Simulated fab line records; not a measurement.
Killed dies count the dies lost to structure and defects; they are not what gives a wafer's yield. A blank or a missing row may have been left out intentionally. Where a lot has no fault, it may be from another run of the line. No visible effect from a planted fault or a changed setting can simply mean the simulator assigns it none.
2 desks looking at one fault + flow rit_cmos + what lay behind the numbers comes last; until then each desk has only its own

THE TOOL OWNER'S DESK: iline_stepper-01
The tool's own readings at RIT_CONTACT_EXPOSE_05 (exposes mask M11, target cd 1000 nm): means of the sampled wafers that have a number, for each lot that ran on this tool. Marked OUT: a lot whose mean sits more than 4 standard deviations from the usual mean, which makes it out of limits; the brackets give that distance.
Columns: A = exposure_dose_mJ_cm2 at RIT_CONTACT_EXPOSE_05, usual 249.92; B = focus_offset_nm at RIT_CONTACT_EXPOSE_05, usual 0.0 nm
| lot  | first seen here | A                 | B    |
|------|-----------------|-------------------|------|
| L892 | day 3 07:19     | 250.10            | -0.3 |
| L894 | day 3 20:29     | 249.75            | 0.6  |
| L895 | day 3 23:51     | 249.92            | -0.4 |
| L896 | day 4 03:20     | 249.94            | -0.2 |
| L897 | day 4 08:13     | 249.68            | 0.3  |
| L910 | day 7 03:53     | 248.52 (-5.4) OUT | -0.3 |
Finding of this desk: L910 out of limits; the first was L910 at day 7 03:53, on exposure_dose_mJ_cm2 at RIT_CONTACT_EXPOSE_05. L892, L894, L895, L896, L897 stayed within limits.

FROM THE METROLOGY DESK
Lot by lot, what the gauges showed, no matter which tool ran the lot: averages of those sampled wafers that carry a number. Marked OUT: a lot whose mean sits more than 4 standard deviations from the usual mean, which makes it out of limits; the brackets give that distance.
Columns: A = PLDD_OVL at RIT_PLDD_OVL_MEAS_06, usual 0.0 nm; B = cd_nm at RIT_M1_CD_MEAS_09, usual 2600.8 nm
| lot  | first seen here | A    | B      |
|------|-----------------|------|--------|
| L891 | day 2 18:41     | 0.9  | 2601.9 |
| L892 | day 2 23:12     | 0.0  | 2597.6 |
| L893 | day 3 05:34     | -2.4 | 2600.7 |
| L894 | day 3 11:07     | -0.5 | 2600.4 |
| L895 | day 3 15:40     | 1.7  | 2600.6 |
| L896 | day 3 19:08     | 1.8  | 2603.9 |
| L897 | day 4 00:02     | 0.2  | 2600.1 |
| L898 | day 4 06:46     | -2.1 | 2599.7 |
| L899 | day 4 11:34     | 0.9  | 2602.1 |
| L900 | day 4 15:49     | 0.1  | 2600.5 |
| L901 | day 4 21:28     | -0.1 | 2597.2 |
| L907 | day 6 03:41     | 1.8  | 2599.1 |
| L910 | day 6 19:21     | 0.9  | 2597.9 |
This desk's verdict: no lot among the 13 shows anything out of limits.

ALL TOGETHER
The tool owner's desk could have raised an alarm at day 7 03:53, on L910.
The metrology desk saw nothing out of limits.
The metrology desk has L910 on record, within its limits.
On iline_stepper-01, each named lot ran RIT_CONTACT_EXPOSE_05.

WHAT THE SIMULATOR HAD INSERTED
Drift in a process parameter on iline_stepper-01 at RIT_CONTACT_EXPOSE_05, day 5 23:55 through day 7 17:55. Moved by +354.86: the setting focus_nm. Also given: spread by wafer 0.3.
Shown lots that were struck: L910.
Each desk's first reading out of limits, in hours after the fault started: the tool owner's desk, 28.
